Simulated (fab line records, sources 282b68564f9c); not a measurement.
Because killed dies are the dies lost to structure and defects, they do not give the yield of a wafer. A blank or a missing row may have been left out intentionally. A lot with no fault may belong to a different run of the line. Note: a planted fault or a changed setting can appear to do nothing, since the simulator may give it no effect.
Split-lot experiment | flow ritCmos | 23 wafers read across 5 lots, on a route 202 steps long

== THE SPLIT ITSELF ==
At RIT_CONTACT_CVD_00 (deposits SiO2 from TEOS, target thk 400 nm, time 61 s), the setting timeS was moved away from the recipe's 61 s on 9 of the 23 wafers read, by -10.6% to +13.6%. This setting was run at the recipe's value on the other wafers.

The file shows no step between the split and the reading.

== THE READING ==
Values of CONTACT_TEOS_THK in nm from RIT_CONTACT_THK_MEAS_01. Fault-free wafers of this fab line usually give 401 nm, standard deviation 5.1 nm.

wafer  | tool, chamber at the split | timeS as run, s | against the recipe | CONTACT_TEOS_THK, nm | against lot-mates on the recipe
L075.2 | pecvd-03, 0                | 69.3            | +13.6%             | 458                  | +48
L075.3 | pecvd-03, 1                | 69.3            | +13.6%             | 461                  | +51
L075.4 | pecvd-03, 2                | 61              | recipe             | 410                  | -
L075.5 | pecvd-03, 0                | 61              | recipe             | 411                  | -
L075.6 | pecvd-03, 1                | 61              | recipe             | 410                  | -
L077.1 | pecvd-01, 0                | 56.86           | -6.8%              | 368                  | -32
L077.3 | pecvd-01, 1                | 61              | recipe             | 398                  | -
L077.4 | pecvd-01, 1                | 61              | recipe             | 399                  | -
L077.5 | pecvd-01, 0                | 61              | recipe             | 402                  | -
L077.6 | pecvd-01, 2                | 56.86           | -6.8%              | 381                  | -19
L078.1 | pecvd-03, 1                | 55.65           | -8.8%              | 369                  | -30
L078.2 | pecvd-03, 0                | 61              | recipe             | 403                  | -
L078.3 | pecvd-03, 2                | 61              | recipe             | 396                  | -
L078.4 | pecvd-03, 0,2              | 55.65           | -8.8%              | 367                  | -32
L078.6 | pecvd-03, 0,2              | 55.65           | -8.8%              | 368                  | -32
L081.1 | pecvd-03, 0                | 61              | recipe             | 398                  | -
L081.5 | pecvd-03, 2                | 61              | recipe             | 400                  | -
L081.6 | pecvd-03, 1                | 61              | recipe             | 405                  | -
L085.1 | pecvd-04, 2                | 61              | recipe             | 399                  | -
L085.2 | pecvd-04, 1                | 54.51           | -10.6%             | 355                  | -48
L085.3 | pecvd-04, 0                | 54.51           | -10.6%             | 356                  | -47
L085.5 | pecvd-04, 0                | 61              | recipe             | 406                  | -
L085.6 | pecvd-04, 2                | 61              | recipe             | 405                  | -
Where a row lists several chambers, the file gives one row for several wafers and doesn't say which wafer went through which chamber.

FIT RESULTS
A straight line over all 23 wafers: CONTACT_TEOS_THK changes by +4.19 nm for each +1% of timeS; r = +0.99; the points scatter about the line by 4.6 nm.
The same after taking each lot's own level away (the mean of its wafers on the recipe; 23 wafers): +3.81 nm for each +1%; r = +0.99; scatter 3.8 nm.
That fit puts the effect of the largest move of timeS on the reading at 52 nm.
The span of the lots' own levels, 399.5 to 410.3 nm, comes to 2.1 times the standard deviation stated above.
So the lot-to-lot level changes the slope little: the two slopes agree.
Check: with one of the wafers moved furthest among these (+13.6%) left out of the fit, the line predicts +53 nm for it against its lot-mates. Against them it came out at +47.7 nm.

== THE OTHER SPLITS THESE WAFERS WENT THROUGH ==
Before the reading, these wafers also passed through other splits. Each is held against what the fit with the lots' levels taken away leaves over:
other split on the same wafers | wafers away from the commonest value | r with CONTACT_TEOS_THK (lot level and that fit taken away)
RIT_GATE_DEVELOP_15 devTempC   | 11                                   | -0.14
RIT_NSD_IMPLANT_08 energyKev   | 9                                    | +0.36
RIT_PSD_IMPLANT_08 energyKev   | 8                                    | -0.34

== THE WHOLE CHAIN: every reading that the file lists as answering this split, in the file's order ==
step                    | what it does                                                                | reading                                                                       | change (the file's fit)              | r (the file's)
RIT_CONTACT_CVD_00      | deposits SiO2 from TEOS, target thk 400 nm, time 61 s                       | SiO2_of_CONTACT_CVD_00.thkNm (the simulator's own value, which no gauge read) | +3.9 nm for each +1% of the setting  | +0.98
RIT_CONTACT_THK_MEAS_01 |                                                                             | CONTACT_TEOS_THK                                                              | +3.86 for each +1% of the setting    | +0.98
RIT_CONTACT_ETCH_11     | etches SiO2 in CHF3/CF4/Ar, stops on TiSi2, target depth 480 nm, time 320 s | CONTACT.featureDepthNm (the simulator's own value, which no gauge read)       | +3.89 nm for each +1% of the setting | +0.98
RIT_CONTACT_ETCH_11     | etches SiO2 in CHF3/CF4/Ar, stops on TiSi2, target depth 480 nm, time 320 s | etch.depthNm (the simulator's own value, which no gauge read)                 | +3.9 nm for each +1% of the setting  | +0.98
RIT_M1_METAL_ETCH_12    | etches Al in Cl2/BCl3, stops on SiO2, time 165 s, target depth 600 nm       | SiO2_of_CONTACT_CVD_00.thkNm (the simulator's own value, which no gauge read) | +3.98 nm for each +1% of the setting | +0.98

== THE FILE'S OWN FIT ==
CONTACT_TEOS_THK changes by +3.86 nm for each +1% of timeS, r = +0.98.
